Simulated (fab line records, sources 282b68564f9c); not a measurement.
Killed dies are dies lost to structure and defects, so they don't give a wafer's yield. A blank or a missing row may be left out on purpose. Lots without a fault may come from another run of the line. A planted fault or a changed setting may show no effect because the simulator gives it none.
A struck lot beside a sound one | flow rit_cmos | 23 steps out of a route of 202
Sound: wafers L841.2, L841.3, L841.6. Struck: wafers L851.2, L851.5, L851.6. The cause comes at the end.
At each step with rows: each side's tool, then ch and its chambers, then its first start. Under that, the readings that differ: sound wafers | struck wafers | difference of the means | sigmas: that difference in standard deviations of wafers without a fault.
alike: readings whose means differ by less than 2 such deviations, and words and numbers that are the same on both sides. not compared: withheld readings, readings that some wafer has no value for, bounds like >300 that may hide the same value, and numbers for which the record gives no deviation and whose values overlap.
The two part at a step that has a row with sigmas, a row that says differs or no value, or rows on one side only. Numbers that don't overlap but have no deviation are shown without sigmas and don't part them. A reading that every wafer of one side lacks parts them only if that side has two wafers or more.

first, 5 steps without rows for these wafers: RIT_GATE_WET_ETCH_00 (etches SiO2 in BOE, target depth 56 nm, time 60 s); RIT_GATE_CLEAN_01 (cleans in SC1, time 600 s); RIT_GATE_CLEAN_02 (cleans in dHF, time 30 s); RIT_GATE_CLEAN_03 (cleans in SC2, time 600 s); RIT_GATE_CLEAN_04 (cleans in dHF, time 60 s).
RIT_FOX2_THK_MEAS_91:
  sound on film_metro-03, day 3 01:59; struck on film_metro-02, day 5 01:14
  alike: FIELD_OXIDE_LEFT_2_THK
then, 2 steps without rows for these wafers: RIT_GATE_OXIDATION_05 (target thk 3 nm, ox time 270 s); RIT_GATE_ANNEAL_06 (time 600 s).
RIT_GATE_THK_MEAS_07:
  sound on film_metro-03, day 3 09:16; struck on film_metro-03, day 5 03:58
  alike: GATE_OXIDE_THK
then, 1 step without rows for these wafers: RIT_GATE_CVD_08 (deposits poly-Si from SiH4, target thk 250 nm, time 2220 s).
RIT_GATE_THK_MEAS_09:
  sound on film_metro-04, day 3 11:45; struck on film_metro-02, day 5 05:44
  alike: GATE_POLY_THK
then, 1 step without rows for these wafers: RIT_GATE_HMDS_10 (prime time 60 s).
RIT_GATE_COAT_11: resist thk 850 nm.
  sound on litho_track-02 ch 0, day 3 11:59; struck on litho_track-02 ch 0, day 5 05:58
  reading                                   | sound                | struck               | difference | sigmas
  spin_speed_rpm (rpm)                      | 4248.4 4252.9 4251.1 | 3992.6 3990.0 3995.0 | -258.3     | -99 or more
  model.NOVOLAK_of_GATE_COAT_11.thk_nm (nm) | 851.6 850.2 847.8    | 880.6 877 878.7      | +28.9      |
  alike: dispense_pressure_kPa
then, 4 steps without rows for these wafers: RIT_GATE_SOFTBAKE_12 (time 60 s); RIT_GATE_EXPOSE_13 (exposes mask M6, target cd 150 nm); RIT_GATE_PEB_14; RIT_GATE_DEVELOP_15 (develop time 50 s).
RIT_GATE_CD_MEAS_16: target cd 150 nm.
  sound on cd_sem-01, day 3 12:48; struck on cd_sem-01, day 5 06:47
  alike: cd_nm
RIT_GATE_OVL_MEAS_17:
  sound on overlay-02, day 3 12:55; struck on overlay-02, day 5 06:53
  alike: GATE_OVL
then, 1 step without rows for these wafers: RIT_GATE_HARDBAKE_18 (time 60 s).
RIT_GATE_ETCH_19: etches poly-Si in SF6/CHF3/O2, stops on SiO2, time 165 s, target depth 312.5 nm.
  sound on rie_si-01 ch 1,2,3, day 3 13:06; struck on rie_si-01 ch 0,2, day 5 07:04
  reading                                   | sound             | struck            | difference | sigmas
  model.NOVOLAK_of_GATE_COAT_11.thk_nm (nm) | 669.3 670.6 665.8 | 697.1 694.2 697.1 | +27.6      |
  alike: drypump_motor_current_A, oes_product_au, rf_fwd_power_W, throttle_valve_pct
  not compared: rf_hours_counter_h
RIT_GATE_STRIP_20: strips in O2, time 180 s.
  sound on plasma_asher-02 ch 0,1, day 3 13:13; struck on plasma_asher-01 ch 0,1, day 5 07:10
  alike: drypump_motor_current_A
  not compared: rf_hours_counter_h
RIT_M1_PROBE_99:
  sound on prober-01, day 4 09:42; struck on prober-02, day 6 03:19
  alike: killed_at_M0_to_M3, killed_at_contacts, killed_at_front_end, killed_dies, killed_open, killed_short
  not compared: model.etest.ring.delay_ps

WHERE THEY PART
Only at RIT_GATE_COAT_11, within this record. Later steps at which nothing parts them and some readings are alike: RIT_GATE_CD_MEAS_16, RIT_GATE_OVL_MEAS_17, RIT_GATE_ETCH_19, RIT_GATE_STRIP_20, RIT_M1_PROBE_99.

WHY: what the simulator had put in
Process parameter drift: litho_track-02, from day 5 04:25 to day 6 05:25, at RIT_GATE_COAT_11. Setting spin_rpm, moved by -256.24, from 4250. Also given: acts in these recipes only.
